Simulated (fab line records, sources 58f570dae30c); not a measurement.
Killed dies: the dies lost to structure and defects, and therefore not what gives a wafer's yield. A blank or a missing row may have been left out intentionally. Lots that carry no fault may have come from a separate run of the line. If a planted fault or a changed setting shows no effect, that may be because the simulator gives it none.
Check for tools in common + flow berkeley-cmos170 + 13 lots, 39 wafers sampled

== WHY THIS WAS OPENED ==
2 of 13 lots carry a flag on the reading PLDD_TW at UCB170_PLDD_TW_MEAS_11. No-fault wafers: 1011, standard deviation 8.5.
Rule: flag the lot when none of its wafers has a number, or when each of its wafers that has one lies beyond 4 standard deviations from that mean. As for the other lots, they are considered sound.

| lot  | measured     | on            | PLDD_TW, wafer by wafer | flag    |
|------|--------------|---------------|-------------------------|---------|
| L653 | day 6 01:04  | film-metro-02 | 1022 1014 1019          |         |
| L654 | day 6 01:42  | film-metro-02 | 1020 1024 1021          |         |
| L655 | day 6 13:38  | film-metro-03 | 1008 1013 1008          |         |
| L657 | day 7 01:40  | film-metro-03 | 935 936 929             | FLAGGED |
| L663 | day 8 06:47  | film-metro-01 | 938 935 933             | FLAGGED |
| L666 | day 9 04:18  | film-metro-02 | 1021 1018 1022          |         |
| L668 | day 9 04:25  | film-metro-02 | 1025 1025 1020          |         |
| L671 | day 10 03:35 | film-metro-03 | 1009 1016 1007          |         |
| L672 | day 10 13:16 | film-metro-01 | 1005 1001 1002          |         |
| L673 | day 10 18:47 | film-metro-02 | 1014 1010 1004          |         |
| L674 | day 10 19:01 | film-metro-01 | 996 997 997             |         |
| L675 | day 11 08:20 | film-metro-03 | 1012 1006 1009          |         |
| L676 | day 11 15:23 | film-metro-01 | 990 994 994             |         |
The mean of the flagged lots' numbers is 934, -77 from the usual (-9 standard deviations).

== WHICH TOOL EACH LOT WENT THROUGH ==
2 process steps preceding the reading are held in the record, out of 331 steps in the route. Each cell gives the tool, then ch followed by the chambers the sampled wafers passed through, then the start.
| lot  | flag    | UCB170_PLDD_IMPLANT_09          | UCB170_PLDD_STRIP_10                 |
|------|---------|---------------------------------|--------------------------------------|
| L653 |         | implanter-01 ch 0, day 6 00:49  | plasma-asher-04 ch 0,1, day 6 00:58  |
| L654 |         | implanter-03 ch 0, day 6 01:27  | plasma-asher-01 ch 0,1, day 6 01:36  |
| L655 |         | implanter-03 ch 0, day 6 13:23  | plasma-asher-03 ch 0, day 6 13:32    |
| L657 | FLAGGED | implanter-03 ch 0, day 7 01:26  | plasma-asher-01 ch 0,1, day 7 01:34  |
| L663 | FLAGGED | implanter-03 ch 0, day 8 06:35  | plasma-asher-04 ch 0,1, day 8 06:41  |
| L666 |         | implanter-01 ch 0, day 9 04:04  | plasma-asher-01 ch 1, day 9 04:11    |
| L668 |         | implanter-04 ch 0, day 9 04:10  | plasma-asher-03 ch 0,1, day 9 04:19  |
| L671 |         | implanter-04 ch 0, day 10 03:22 | plasma-asher-03 ch 0,1, day 10 03:29 |
| L672 |         | implanter-03 ch 0, day 10 13:01 | plasma-asher-03 ch 1, day 10 13:09   |
| L673 |         | implanter-04 ch 0, day 10 18:32 | plasma-asher-03 ch 0,1, day 10 18:40 |
| L674 |         | implanter-03 ch 0, day 10 18:46 | plasma-asher-04 ch 0,1, day 10 18:55 |
| L675 |         | implanter-03 ch 0, day 11 08:05 | plasma-asher-01 ch 0,1, day 11 08:14 |
| L676 |         | implanter-03 ch 0, day 11 15:10 | plasma-asher-04 ch 0,1, day 11 15:18 |
What is done by these steps:
- UCB170_PLDD_IMPLANT_09
- UCB170_PLDD_STRIP_10: strips in O2.
- UCB170_PLDD_TW_MEAS_11

== FLAGGED AGAINST TOTAL, ONE TOOL AT A TIME (gauges that did the reading follow at the end) ==
| step                   | tool            | lots run | flagged | share of the flagged lots | sound lots run after its first flagged lot |
|------------------------|-----------------|----------|---------|---------------------------|--------------------------------------------|
| UCB170_PLDD_IMPLANT_09 | implanter-01    | 2        | 0       | none                      | -                                          |
| UCB170_PLDD_IMPLANT_09 | implanter-03    | 8        | 2       | all                       | 4 (L672,L674,L675,L676)                    |
| UCB170_PLDD_IMPLANT_09 | implanter-04    | 3        | 0       | none                      | -                                          |
| UCB170_PLDD_STRIP_10   | plasma-asher-01 | 4        | 1       | some                      | 2 (L666,L675)                              |
| UCB170_PLDD_STRIP_10   | plasma-asher-03 | 5        | 0       | none                      | -                                          |
| UCB170_PLDD_STRIP_10   | plasma-asher-04 | 4        | 1       | some                      | 2 (L674,L676)                              |
| UCB170_PLDD_TW_MEAS_11 | film-metro-01   | 4        | 1       | some                      | 3 (L672,L674,L676)                         |
| UCB170_PLDD_TW_MEAS_11 | film-metro-02   | 5        | 0       | none                      | -                                          |
| UCB170_PLDD_TW_MEAS_11 | film-metro-03   | 4        | 1       | some                      | 2 (L671,L675)                              |

== WHAT THE TABLE ALLOWS ==
In the table, 1 row covers all flagged lots: implanter-03 at UCB170_PLDD_IMPLANT_09.
- implanter-03 at UCB170_PLDD_IMPLANT_09 ran 8 lots, 2 of them flagged. Sound lots followed the first flagged one (L672, L674, L675, L676) on it, something a lasting fault affecting the whole tool could not allow. Its own readings lie more than 4 standard deviations out on every wafer of the flagged lots: dose-ions-cm2, faraday-current-uA.
None of the table's rows ran every flagged lot and, after the first, no sound lot.

== WHAT THE SIMULATOR HAD PUT IN ==
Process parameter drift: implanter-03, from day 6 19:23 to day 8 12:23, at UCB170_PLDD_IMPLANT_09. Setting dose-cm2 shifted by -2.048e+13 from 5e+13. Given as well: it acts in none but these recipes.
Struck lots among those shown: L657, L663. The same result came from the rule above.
